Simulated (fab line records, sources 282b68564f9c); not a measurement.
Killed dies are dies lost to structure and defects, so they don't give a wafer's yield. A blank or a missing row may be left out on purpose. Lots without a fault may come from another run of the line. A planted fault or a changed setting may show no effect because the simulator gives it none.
fab line records | flow rit_cmos
record lots=13 wafers=39 last_day=7
route steps=202 shown M1@184
lots that met no fault: from a run of the same line without faults
start_h: hours from the record's first day to the start of the lot's first wafer shown | wait_h: hours since the lot's step before | " the same as in the row above | L1.1+2: a row that stands for several wafers | - no value, or no start given | * or withheld: withheld | < > ~ a bound
route shown NAME@n: a module of which the file shows steps, and the number in the route of the first | usual: mean/standard deviation of fault-free wafers | same: alike in all rows | chamber/n: place in a boat | sites: the reading at each site | _std_site: their standard deviation | _edge_site: outer sites' mean less inner sites' | radius_mm: how far each site lies from the wafer's centre | mask NAME#n: copy n | behind: the tool/chamber that last shaped the wafer | hold: why the lot was held/for how many hours/how that ended | device: the transistor (n, p or np) that didn't switch | end of line: the same wafers' tests at the end of the route | a step without rows: its recipe alone | killed: dies lost to structure and defects at the first sort, not the wafer's yield | map: a wafer's dies, x killed, . not, _ none there
set.NAME: the setting as run; set.NAME@STEP: as run at that earlier step | model.NAME: the simulator's own value behind a step, which no gauge read
steps of the route over a sample of lots; a table a step, a row a wafer
services: from which hour (start_h, from the record's first day; less than 0 if before it) a tool's chamber was out of use, for how many hours, and why
## steps
# step RIT_M1_SPUTTER_00
# recipe material=Al target_thk_nm=400 power_w=2000 chamber_pressure_pa=0.4 gas=Ar time_s=500 substrate_temp_c=25
# usual chamber_pressure_pa=0.4000/0.00079 throttle_valve_pct=29.8/0.99
# columns lot.wafer tool chamber start_h wait_h chamber_pressure_pa throttle_valve_pct
L805.1 pvd_sputter-04 - 56.48 0.0 0.4002 30.2
L805.3 " - " " 0.4005 29.6
L805.4 " - " " 0.3994 29.7
L806.2 pvd_sputter-01 - 59.54 0.0 0.3996 29.5
L806.3 " - " " 0.3997 28.2
L806.4 " - " " 0.4002 31.5
L807.1 pvd_sputter-04 - 64.50 0.0 0.3997 29.7
L807.2 " - " " 0.3993 29.7
L807.5 " - " " 0.3982 29.6
L808.2 pvd_sputter-01 - 68.80 0.0 0.3997 29.0
L808.3 " - " " 0.3998 28.3
L808.5 " - " " 0.4003 28.4
L809.1 pvd_sputter-01 - 77.98 0.0 0.4008 28.2
L809.2 " - " " 0.3990 29.0
L809.4 " - " " 0.3997 31.7
L810.1 pvd_sputter-03 - 79.78 0.0 0.4003 28.0
L810.4 " - " " 0.4002 27.7
L810.6 " - " " 0.4001 31.1
L811.1 pvd_sputter-01 - 86.80 0.0 0.4009 28.1
L811.3 " - " " 0.4004 30.3
L811.6 " - " " 0.4000 31.5
L815.1 pvd_sputter-04 - 104.99 0.0 0.3995 29.9
L815.4 " - " " 0.3985 30.2
L815.5 " - " " 0.3989 29.6
L818.2 pvd_sputter-01 - 121.56 0.0 0.3999 31.7
L818.4 " - " " 0.5217 25.9
L818.6 " - " " 0.4006 28.4
L821.1 pvd_sputter-04 - 135.13 0.0 0.4014 29.7
L821.5 " - " " 0.3991 29.5
L821.6 " - " " 0.3993 30.2
L824.2 pvd_sputter-04 - 157.00 0.0 0.4006 30.2
L824.4 " - " " 0.3997 30.3
L824.6 " - " " 0.4010 30.2
L826.2 pvd_sputter-04 - 164.08 0.0 0.4001 30.2
L826.3 " - " " 0.4007 30.1
L826.4 " - " " 0.4007 29.6
L827.1 pvd_sputter-03 - 172.58 0.0 0.3992 29.6
L827.5 " - " " 0.3996 29.6
L827.6 " - " " 0.4000 28.6
# step RIT_M1_RS_MEAS_01
# recipe thk_meas_gauge=four-point-probe reads=Al_of_M1_SPUTTER_00
# usual M1_AL_RS=0.0735/0.00081
# columns lot.wafer tool chamber start_h wait_h M1_AL_RS[ohm/sq]
L805.1 film_metro-01 - 56.78 0.1 0.0726
L805.3 " - " " 0.0742
L805.4 " - " " 0.0734
L806.2 film_metro-04 - 59.85 0.2 0.0728
L806.3 " - " " 0.0740
L806.4 " - " " 0.0740
L807.1 film_metro-04 - 64.81 0.2 0.0748
L807.2 " - " " 0.0742
L807.5 " - " " 0.0753
L808.2 film_metro-01 - 69.11 0.2 0.0739
L808.3 " - " " 0.0743
L808.5 " - " " 0.0747
L809.1 film_metro-02 - 78.28 0.1 0.0733
L809.2 " - " " 0.0738
L809.4 " - " " 0.0742
L810.1 film_metro-01 - 80.07 0.1 0.0725
L810.4 " - " " 0.0725
L810.6 " - " " 0.0727
L811.1 film_metro-02 - 87.09 0.1 0.0731
L811.3 " - " " 0.0740
L811.6 " - " " 0.0746
L815.1 film_metro-01 - 105.28 0.1 0.0733
L815.4 " - " " 0.0724
L815.5 " - " " 0.0732
L818.2 film_metro-02 - 121.88 0.2 0.0733
L818.4 " - " " 0.0779
L818.6 " - " " 0.0726
L821.1 film_metro-02 - 135.43 0.1 0.0727
L821.5 " - " " 0.0729
L821.6 " - " " 0.0719
L824.2 film_metro-04 - 157.32 0.2 0.0734
L824.4 " - " " 0.0730
L824.6 " - " " 0.0738
L826.2 film_metro-04 - 164.39 0.2 0.0750
L826.3 " - " " 0.0745
L826.4 " - " " 0.0745
L827.1 film_metro-01 - 172.87 0.1 0.0729
L827.5 " - " " 0.0733
L827.6 " - " " 0.0731
# step RIT_M1_THK_MEAS_02
# recipe thk_meas_gauge=xrf reads=Al_of_M1_SPUTTER_00
# usual M1_AL_THK=401/5.6
# columns lot.wafer tool chamber start_h wait_h M1_AL_THK[nm]
L805.1 film_metro-01 - 56.90 0.1 406
L805.3 " - " " 396
L805.4 " - " " 402
L806.2 film_metro-04 - 59.96 0.1 402
L806.3 " - " " 396
L806.4 " - " " 397
L807.1 film_metro-04 - 64.93 0.1 393
L807.2 " - " " 398
L807.5 " - " " 393
L808.2 film_metro-01 - 69.22 0.1 399
L808.3 " - " " 398
L808.5 " - " " 393
L809.1 film_metro-02 - 78.40 0.1 400
L809.2 " - " " 399
L809.4 " - " " 395
L810.1 film_metro-01 - 80.19 0.1 412
L810.4 " - " " 408
L810.6 " - " " 410
L811.1 film_metro-02 - 87.21 0.1 402
L811.3 " - " " 398
L811.6 " - " " 397
L815.1 film_metro-01 - 105.40 0.1 403
L815.4 " - " " 409
L815.5 " - " " 406
L818.2 film_metro-02 - 121.99 0.1 404
L818.4 " - " " 384
L818.6 " - " " 407
L821.1 film_metro-02 - 135.55 0.1 406
L821.5 " - " " 409
L821.6 " - " " 412
L824.2 film_metro-04 - 157.43 0.1 400
L824.4 " - " " 403
L824.6 " - " " 397
L826.2 film_metro-04 - 164.50 0.1 393
L826.3 " - " " 396
L826.4 " - " " 393
L827.1 film_metro-01 - 172.99 0.1 406
L827.5 " - " " 406
L827.6 " - " " 407
# step RIT_M1_PROBE_99
# usual defect_limited_yield=97.4/1.1 killed_at_M0_to_M3=0.0/0.12 killed_at_contacts=0.1/0.24 killed_at_front_end=6.7/2.9 killed_dies=6.8/2.9 killed_open=3.5/2 killed_short=3.2/1.9 sort_bin_3_pad_short=0.1/0.22 sort_bin_5_function=1.4/0.82 sort_bin_6_memory=1.0/0.64 sort_n_pass=257.2/2.9 sort_yield_pct=97.4/1.1
# same gross_dies=264 killed_at_M4_up=0 killed_at_back_side=0 killed_at_other=0
# columns lot.wafer tool chamber start_h wait_h defect_limited_yield[%] killed_at_M0_to_M3 killed_at_contacts killed_at_front_end killed_dies killed_open killed_short sort_bin_3_pad_short[%] sort_bin_5_function[%] sort_bin_6_memory[%] sort_n_pass sort_yield_pct[%]
L809.1 prober-01 - 82.12 0.1 96.2 0 0 10 10 6 4 0 2.7 1.1 254.0 96.2
L809.2 prober-01 - 82.17 0.1 97.7 0 0 6 6 4 2 0 1.1 1.1 258.0 97.7
L809.4 prober-01 - 82.27 0.2 96.2 0 0 10 10 5 5 0 1.5 2.3 254.0 96.2
L810.1 prober-02 - 83.79 0.1 97.7 0 0 6 6 3 3 0 1.1 1.1 258.0 97.7
L810.4 prober-02 - 83.94 0.2 96.2 0 0 10 10 7 3 0 1.9 1.9 254.0 96.2
L810.6 prober-02 - 84.04 0.2 95.8 0 0 11 11 8 3 0.4 2.3 1.5 253.0 95.8
L811.1 prober-01 - 90.81 0.1 96.6 0 0 9 9 5 4 0 2.3 1.1 255.0 96.6
L811.3 prober-01 - 90.91 0.2 98.9 0 0 3 3 3 0 0 1.1 0 261.0 98.9
L811.6 prober-01 - 91.06 0.2 97.3 0 0 7 7 5 2 0 1.9 0.8 257.0 97.3
L815.1 prober-01 - 109.12 0.1 96.2 0 0 10 10 6 4 0.4 2.7 0.8 254.0 96.2
L815.4 prober-01 - 109.27 0.2 95.8 0 0 11 11 4 7 0.4 1.1 2.7 253.0 95.8
L815.5 prober-01 - 109.32 0.2 97.7 0 0 6 6 2 4 0 1.5 0.8 258.0 97.7
L818.2 prober-02 - 125.82 0.1 96.2 0 0 10 10 3 7 0 3.0 0.8 254.0 96.2
L818.4 prober-02 - 125.92 0.2 99.2 0 0 2 2 0 2 0 0.4 0.4 262.0 99.2
L818.6 prober-02 - 126.02 0.2 97.7 0 0 6 6 3 3 0 1.1 1.1 258.0 97.7
L824.2 prober-02 - 161.18 0.1 97.7 0 0 6 6 4 2 0 1.1 1.1 258.0 97.7
L824.4 prober-02 - 161.28 0.2 99.2 0 0 2 2 0 2 0 0.4 0.4 262.0 99.2
L824.6 prober-02 - 161.38 0.2 97.3 0 0 7 7 4 3 0.8 1.5 0.4 257.0 97.3
L827.1 prober-01 - 176.59 0.1 98.9 0 0 3 3 1 2 0 0.4 0.8 261.0 98.9
L827.5 prober-01 - 176.79 0.2 98.9 0 0 3 3 3 0 0 0.4 0.8 261.0 98.9
L827.6 prober-01 - 176.84 0.2 98.5 0 0 4 4 3 1 0 1.1 0.4 260.0 98.5
# killed by level:class
L809.1 GATE:geometric_particle:open=3 FOX1:geometric_particle:short=2 SILICIDE:geometric_particle:open=2 GATE:geometric_particle:short=1 SPACER:geometric_particle:open=1 SILICIDE:geometric_particle:short=1
L809.2 GATE:geometric_particle:open=3 GATE:geometric_particle:short=2 SILICIDE:geometric_particle:open=1
L809.4 GATE:geometric_particle:open=5 GATE:geometric_particle:short=4 REOX:geometric_particle:short=1
L810.1 FOX2:geometric_particle:open=2 GATE:geometric_particle:short=2 FOX1:geometric_particle:open=1 SILICIDE:geometric_particle:short=1
L810.4 GATE:geometric_particle:open=2 SPACER:geometric_particle:open=2 SILICIDE:geometric_particle:open=2 FOX1:geometric_particle:short=1 FOX2:geometric_particle:short=1 GATE:geometric_particle:short=1 REOX:geometric_particle:open=1
L810.6 GATE:geometric_particle:open=4 GATE:geometric_particle:short=3 SPACER:geometric_particle:open=2 REOX:geometric_particle:open=1 SILICIDE:geometric_particle:open=1
L811.1 GATE:geometric_particle:open=2 GATE:geometric_particle:short=2 SPACER:geometric_particle:open=2 REOX:geometric_particle:short=1 SPACER:geometric_particle:short=1 SILICIDE:geometric_particle:open=1
L811.3 GATE:geometric_particle:open=1 SPACER:geometric_particle:open=1 SILICIDE:geometric_particle:open=1
L811.6 GATE:geometric_particle:open=3 GATE:geometric_particle:short=2 SPACER:geometric_particle:open=2
L815.1 GATE:geometric_particle:open=3 GATE:geometric_particle:short=2 REOX:geometric_particle:open=2 FOX1:geometric_particle:short=1 FOX1:geometric_particle:open=1 SPACER:geometric_particle:short=1
L815.4 GATE:geometric_particle:short=4 SILICIDE:geometric_particle:short=2 FOX2:geometric_particle:open=1 GATE:geometric_particle:open=1 REOX:geometric_particle:short=1 SPACER:geometric_particle:open=1 SILICIDE:geometric_particle:open=1
L815.5 GATE:geometric_particle:short=2 FOX1:geometric_particle:open=1 GATE:geometric_particle:open=1 SPACER:geometric_particle:short=1 SILICIDE:geometric_particle:short=1
L818.2 GATE:geometric_particle:short=4 FOX2:geometric_particle:open=2 REOX:geometric_particle:short=2 FOX2:geometric_particle:short=1 REOX:geometric_particle:open=1
L818.4 GATE:geometric_particle:short=1 SPACER:geometric_particle:short=1
L818.6 GATE:geometric_particle:open=2 FOX1:geometric_particle:short=1 GATE:geometric_particle:short=1 REOX:geometric_particle:short=1 REOX:geometric_particle:open=1
L824.2 GATE:geometric_particle:open=3 GATE:geometric_particle:short=1 REOX:geometric_particle:short=1 REOX:geometric_particle:open=1
L824.4 GATE:geometric_particle:short=1 SPACER:geometric_particle:short=1
L824.6 GATE:geometric_particle:open=3 GATE:geometric_particle:short=1 REOX:geometric_particle:short=1 SILICIDE:geometric_particle:short=1 SILICIDE:geometric_particle:open=1
L827.1 GATE:geometric_particle:open=1 GATE:geometric_particle:short=1 SILICIDE:geometric_particle:short=1
L827.5 SILICIDE:geometric_particle:open=2 FOX2:geometric_particle:open=1
L827.6 FOX1:geometric_particle:open=1 GATE:geometric_particle:open=1 GATE:geometric_particle:short=1 REOX:geometric_particle:open=1
## services
# columns tool chamber start_h hours kind
pvd_sputter-01 - 133.75 11.7 repair
## key
first_sign step=RIT_M1_SPUTTER_00 reading=chamber_pressure_pa direction=up sigmas=99+ usual=0.4000 struck=0.5217
effect step=RIT_M1_SPUTTER_00 reading=throttle_valve_pct direction=down sigmas=4 usual=29.8 struck=25.9
effect step=RIT_M1_RS_MEAS_01 reading=M1_AL_RS direction=up sigmas=5.4 usual=0.0735 struck=0.0779
effect step=RIT_M1_THK_MEAS_02 reading=M1_AL_THK direction=down sigmas=3 usual=401 struck=384
met_at RIT_M1_SPUTTER_00
struck_lots L818
struck_wafers L818.4
onset_between 77.98 121.56
fault kind=process_parameter_drift tool=pvd_sputter-01 chamber=- onset_h=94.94 steps=RIT_M1_SPUTTER_00 channel=chamber_pressure_pa offset=0.11902 shape=step end_h=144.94 stated=0.4 scope=struck_wafers_only
